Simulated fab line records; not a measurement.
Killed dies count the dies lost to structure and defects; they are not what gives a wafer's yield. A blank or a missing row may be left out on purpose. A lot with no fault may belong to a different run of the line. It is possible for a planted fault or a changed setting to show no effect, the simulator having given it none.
Problem report, 8D (eight disciplines) form, completed by code	flow berkeleyCmos170	the parts of the form that need people (team, actions taken, sign-off) are left out

## 1. PROBLEM STATEMENT
Mean PFIELD_OVL at UCB170_PFIELD_OVL_MEAS_06: 336 nm over 6 wafers in 2 lots; fault-free wafers: -4 nm, standard deviation 5.4. That puts it +63 standard deviations away from the usual mean.
Earliest sighting: wafer L529.1 on overlay-02 at day 7 12:10. The record holds 42 wafers of 14 lots with a number at this step. Rule for "out", or "out of limits": more than 4 standard deviations from the usual mean. The other wafers with a number count as sound.

## 2. WHAT IT IS, WHAT IT ISN'T
question	is	is not
which readings at this step	PFIELD_OVL	-
which lots	L529, L532	L514, L515, L516, L517, L518, L519, L520, L522, L523, L528, L534, L537
which wafers of those lots	all that have a number	-
read on which gauges	overlay-01, overlay-02	-
when	from day 7 12:10	up to then (30 sound wafers); but 6 sound wafers of L534, L537 came after

## 3. THE SUSPECTS, EACH WITH WHAT RULES IT OUT
Counting: a tool at any process step up to the reading remains a suspect when it ran all the lots that are out and ran no sound lot after the first of those.
- the gauge at UCB170_PFIELD_OVL_MEAS_06 is ruled out. Those wafers that are out were read across 2 gauges (overlay-01, overlay-02).
- krfScanner-01 at UCB170_PFIELD_EXPOSE_03 (exposes mask PFIELD, target cd 1500 nm): kept. It ran every lot that is out, first L529 (day 7 11:44), and no sound lot after that; its last sound lot up to then is L518 (day 4 23:30).
Left after counting: krfScanner-01 at UCB170_PFIELD_EXPOSE_03.

## 4. THE CAUSE (what the simulator had put in)
Scanner matching overlay: krfScanner-01, from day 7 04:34 on, at UCB170_PFIELD_EXPOSE_03. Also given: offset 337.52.
The count eliminated every tool but this one.

## 5. SEQUENCE OF EFFECTS, ordered by route
Each row: a reading whose mean over the struck wafers that have a number lies more than 3 standard deviations from the usual. Scope: only readings with a usual standard deviation given in the record; hours: median across lots of the time from each lot's start at the first step in this table that gives one to its start at this step; sigmas: change in usual standard deviations.
hours	step	reading	usual	on struck wafers	change	sigmas
0	UCB170_PFIELD_OVL_MEAS_06	PFIELD_OVL	-4 nm	336	+340	+63
At these later measuring or inspecting steps, every struck wafer for which the step has a row has a number for every such reading, and none has moved that far: UCB170_NLDD_TW_MEAS_11.

## 6. HOW IT WOULD HAVE BEEN CAUGHT EARLIER
The first out-of-limits reading at a measuring or inspecting step in this record came at day 7 12:10, 8 hours after the fault's start at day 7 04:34.
Lots out: 2; of these, L532 started UCB170_PFIELD_EXPOSE_03 on krfScanner-01 after day 7 12:10. Holding the tool at that time would have saved it.
